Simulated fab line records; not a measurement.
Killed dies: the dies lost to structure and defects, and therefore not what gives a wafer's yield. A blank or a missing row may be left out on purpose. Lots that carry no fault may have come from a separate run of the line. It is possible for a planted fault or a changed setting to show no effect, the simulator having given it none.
Problem report, 8D (eight disciplines) form, completed by code -- flow ritCmos -- the parts of the form that need people (team, actions taken, sign-off) are left out

## 1. THE PROBLEM
At RIT_M1_PROBE_99, killedAtFrontEnd averages 30.8 over 6 wafers from 2 lots, while fault-free wafers read 6.8, standard deviation 2.9. Relative to the usual mean, that is a shift of +8.3 standard deviations.
Seen first at day 6 09:38 on prober-01, wafer L145.3. The record holds 18 wafers of 6 lots with a number at this step. The rule behind "out" and "out of limits": a value lying over 4 standard deviations away from the usual mean. All remaining wafers that have a number are taken as sound.

## 2. WHAT IT IS; WHAT IT IS NOT
question,is,is not
which readings at this step,"killedAtFrontEnd, killedDies","killed_at_M0_to_M3, killedOpen, killedShort"
which lots,"L145, L146","L138, L152, L154, L156"
which wafers of those lots,all that have a number,-
read on which tools,"prober-01, prober-02",-
when,from day 6 09:38,"up to then (3 sound wafers); but 9 sound wafers of L152, L154, L156 came after"

## 3. THE SUSPECTS, EACH WITH WHAT RULES IT OUT
Counting: a tool at any process step up to the reading remains a suspect when it ran all the lots that are out and ran no sound lot after the first of those.
- wetBench-03 at RIT_ACTIVE_CLEAN_15 (cleans in SC1, time 589 s): kept. All lots that are out passed through it, beginning with L145 at day 4 05:26, and no sound lot followed; its final sound lot before that point was L138 at day 2 17:02.
- plasmaAsher-04 at RIT_NWELL_STRIP_09 (strips in O2, time 180 s): ruled out as a lasting fault. After its first lot that is out, L145 (day 4 10:56), sound lots L152 ran on it.
Remaining after the count: wetBench-03 at RIT_ACTIVE_CLEAN_15.

## 4. THE CAUSE (what the simulator had put in)
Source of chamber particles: wetBench-03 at RIT_ACTIVE_CLEAN_15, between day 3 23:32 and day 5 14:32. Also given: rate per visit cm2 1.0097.
Counting left only this tool.

## 5. SEQUENCE OF EFFECTS, ordered by route
Rows list readings where the struck wafers' mean (over those with a number) sits beyond 3 standard deviations from the usual. Scope: only readings with a usual standard deviation given in the record; hours: median across lots of the time from each lot's start at the first step in this table that gives one to its start at this step; sigmas: change in usual standard deviations.
hours,step,reading,usual,on struck wafers,change,sigmas
0,RIT_M1_PROBE_99,killedAtFrontEnd,6.8,30.8,+24.0,+8.3
0,RIT_M1_PROBE_99,killedDies,6.8,30.8,+24.0,+8.3
0,RIT_M1_PROBE_99,killedOnRim,1.9,7.0,+5.1,+3.6
Process steps it contains:
- RIT_M1_PROBE_99

## 6. WHAT WOULD HAVE CAUGHT IT SOONER
In this record no reading fell out of limits until day 6 09:38, 58 hours after the fault had begun at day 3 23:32.
Lots out: 2; all had begun RIT_ACTIVE_CLEAN_15 on wetBench-03 by day 6 09:38. Had the tool been put on hold then, not one of them would have been saved.
